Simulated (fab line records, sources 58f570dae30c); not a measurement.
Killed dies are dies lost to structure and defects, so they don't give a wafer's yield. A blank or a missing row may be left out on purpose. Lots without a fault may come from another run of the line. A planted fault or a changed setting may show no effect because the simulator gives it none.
Split-lot experiment | flow berkeley_cmos170 | 5 lots, 23 wafers read, on a route of 331 steps

THE SPLIT
At UCB170_ACTIVE_CVD_05 (deposits Si3N4 from SiH2Cl2/NH3, target thk 220 nm, time 3300 s), the setting temp_c was moved away from the recipe's 800 C on 15 of the 23 wafers read, by -2.7% to +2.2%. The other wafers ran this setting at the recipe's value.

FROM THE SPLIT TO THE READING: what the file shows between them, 5 steps
- UCB170_ACTIVE_THK_MEAS_06
- UCB170_ACTIVE_EXPOSE_10: exposes mask ACTIVE, target cd 1200 nm (also split here: dose_mj)
- UCB170_ACTIVE_PEB_11
- UCB170_ACTIVE_DEVELOP_12: develop time 45 s
- UCB170_ACTIVE_CD_MEAS_13: target cd 1200 nm

THE READING
oes_product_au, in a.u., at UCB170_ACTIVE_ETCH_15 (etches Si3N4 in CH3F/Ar/O2, stops on SiO2, target depth 242 nm, time 151 s). Fault-free wafers of this fab line usually give 0.949 a.u., standard deviation 0.012 a.u..

wafer  | tool, chamber at the split | temp_c as run, C | against the recipe | oes_product_au, a.u. | against lot-mates on the recipe
L075.1 | -, -                       | 784.4            | -2.0%              | 0.795                | no lot-mate on the recipe
L075.2 | -, -                       | 784.4            | -2.0%              | 0.795                | no lot-mate on the recipe
L075.3 | -, -                       | 784.4            | -2.0%              | 0.785                | no lot-mate on the recipe
L075.5 | -, -                       | 784.4            | -2.0%              | 0.799                | no lot-mate on the recipe
L075.6 | -, -                       | 784.4            | -2.0%              | 0.785                | no lot-mate on the recipe
L076.2 | lpcvd-02, 0                | 800              | recipe             | 0.966                | -
L076.4 | lpcvd-02, 0                | 800              | recipe             | 0.935                | -
L076.5 | lpcvd-02, 0                | 800              | recipe             | 0.938                | -
L078.1 | -, -                       | 800              | recipe             | 0.956                | -
L078.2 | -, -                       | 800              | recipe             | 0.930                | -
L078.3 | -, -                       | 800              | recipe             | 0.948                | -
L078.5 | -, -                       | 800              | recipe             | 0.962                | -
L078.6 | -, -                       | 800              | recipe             | 0.943                | -
L077.1 | -, -                       | 778              | -2.7%              | 0.748                | no lot-mate on the recipe
L077.2 | -, -                       | 778              | -2.7%              | 0.761                | no lot-mate on the recipe
L077.3 | -, -                       | 778              | -2.7%              | 0.759                | no lot-mate on the recipe
L077.4 | -, -                       | 778              | -2.7%              | 0.757                | no lot-mate on the recipe
L077.6 | -, -                       | 778              | -2.7%              | 0.749                | no lot-mate on the recipe
L083.1 | -, -                       | 817.6            | +2.2%              | 1.012                | no lot-mate on the recipe
L083.2 | -, -                       | 817.6            | +2.2%              | 0.994                | no lot-mate on the recipe
L083.4 | -, -                       | 817.6            | +2.2%              | 0.983                | no lot-mate on the recipe
L083.5 | -, -                       | 817.6            | +2.2%              | 1.025                | no lot-mate on the recipe
L083.6 | -, -                       | 817.6            | +2.2%              | 0.995                | no lot-mate on the recipe

THE FIT
A straight line over all 23 wafers: oes_product_au changes by +0.0534 a.u. for each +1% of temp_c; r = +0.96; the points scatter about the line by 0.029 a.u..
Too few moved wafers have a lot-mate on the recipe to fit a line with each lot's own level taken away.

THE WHOLE CHAIN: every reading that the file lists as answering this split, in the file's order
step                      | what it does                                                               | reading                                                                        | change (the file's fit)                  | r (the file's)
UCB170_ACTIVE_CVD_05      | deposits Si3N4 from SiH2Cl2/NH3, target thk 220 nm, time 3300 s            | Si3N4_of_ACTIVE_CVD_05.thk_nm (the simulator's own value, which no gauge read) | +32.3 nm for each +1% of the setting     | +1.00
UCB170_ACTIVE_THK_MEAS_06 |                                                                            | ACTIVE_NITRIDE_THK                                                             | +32.3 for each +1% of the setting        | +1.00
UCB170_ACTIVE_ETCH_15     | etches Si3N4 in CH3F/Ar/O2, stops on SiO2, target depth 242 nm, time 151 s | oes_product_au                                                                 | +0.0534 a.u. for each +1% of the setting | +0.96
UCB170_ACTIVE_ETCH_15     | etches Si3N4 in CH3F/Ar/O2, stops on SiO2, target depth 242 nm, time 151 s | etch.depth_nm (the simulator's own value, which no gauge read)                 | +19.8 nm for each +1% of the setting     | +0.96

THE FILE'S OWN FIT
oes_product_au changes by +0.0534 a.u. for each +1% of temp_c, r = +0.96.
